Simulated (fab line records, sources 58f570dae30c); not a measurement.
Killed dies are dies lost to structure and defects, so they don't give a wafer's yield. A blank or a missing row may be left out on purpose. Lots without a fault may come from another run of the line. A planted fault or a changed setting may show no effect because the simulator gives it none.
Chamber matching | flow berkeley_cmos170 | UCB170_V1_CMP_02 on cmp-01: 4 sister chambers
The step polishes SiO2. 16 wafers are shown with their chamber, then 8 later ones without.

WAFERS WITH THEIR CHAMBER
wafer  | chamber | motor_current_A (A) | platen_rpm (rpm)
L288.1 | 0       | 17.3                | 59.96
L288.3 | 3       | 19.2                | 60.00
L288.6 | 2       | 15.5                | 60.00
L290.1 | 2       | 15.8                | 60.10
L290.4 | 1       | 14.6                | 59.97
L290.6 | 2       | 16.2                | 59.99
L291.2 | 3       | 19.4                | 60.04
L291.4 | 0       | 17.5                | 60.03
L291.5 | 3       | 20.0                | 60.08
L293.3 | 2       | 15.8                | 59.99
L293.5 | 3       | 20.5                | 60.04
L293.6 | 2       | 15.3                | 60.00
L296.1 | 3       | 20.4                | 60.05
L296.2 | 1       | 15.8                | 60.00
L296.5 | 0       | 16.9                | 59.99
L299.1 | 0       | 17.0                | 60.04

SIGNATURES (means of the wafers above)
reading         | chamber 0 | chamber 1 | chamber 2 | chamber 3 | scatter within a chamber
motor_current_A | 17.175    | 15.200    | 15.720    | 19.900    | 0.481
platen_rpm      | 60.0050   | 59.9850   | 60.0160   | 60.0420   | 0.0374
Rule: a wafer's distance from a chamber is the root of the sum, over the readings, of the square of ((its reading less the chamber's mean) divided by the reading's scatter). The wafer belongs to the nearest chamber; if the next one is less than 2 further off, it can't be placed. The scatter: the root of (the sum of the squares of (reading less its chamber's mean) over the shown wafers, divided by (wafers less chambers)).

WAFERS WITHOUT THEIR CHAMBER
wafer  | motor_current_A (A) | platen_rpm (rpm)
L299.5 | 17.1                | 60.03
L299.6 | 20.3                | 60.01
L303.2 | 14.5                | 60.04
L303.3 | 17.0                | 59.99
L303.4 | 20.6                | 59.94
L308.1 | 16.4                | 59.90
L308.4 | 16.3                | 59.98
L308.5 | 18.0                | 59.96

WHICH CHAMBER EACH WENT THROUGH
wafer  | from the rows above          | in truth
L299.5 | 0                            | 0
L299.6 | 3                            | 3
L303.2 | can't be placed: 1 or 2      | 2
L303.3 | 0                            | 0
L303.4 | 3                            | 3
L308.1 | can't be placed: 0 or 1 or 2 | 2
L308.4 | can't be placed: 2 or 0 or 1 | 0
L308.5 | 0                            | 0
Placed correctly: 5 of 8. Can't be placed from these rows: 3 (the true chamber is among the candidates in 3). Placed wrongly: 0.
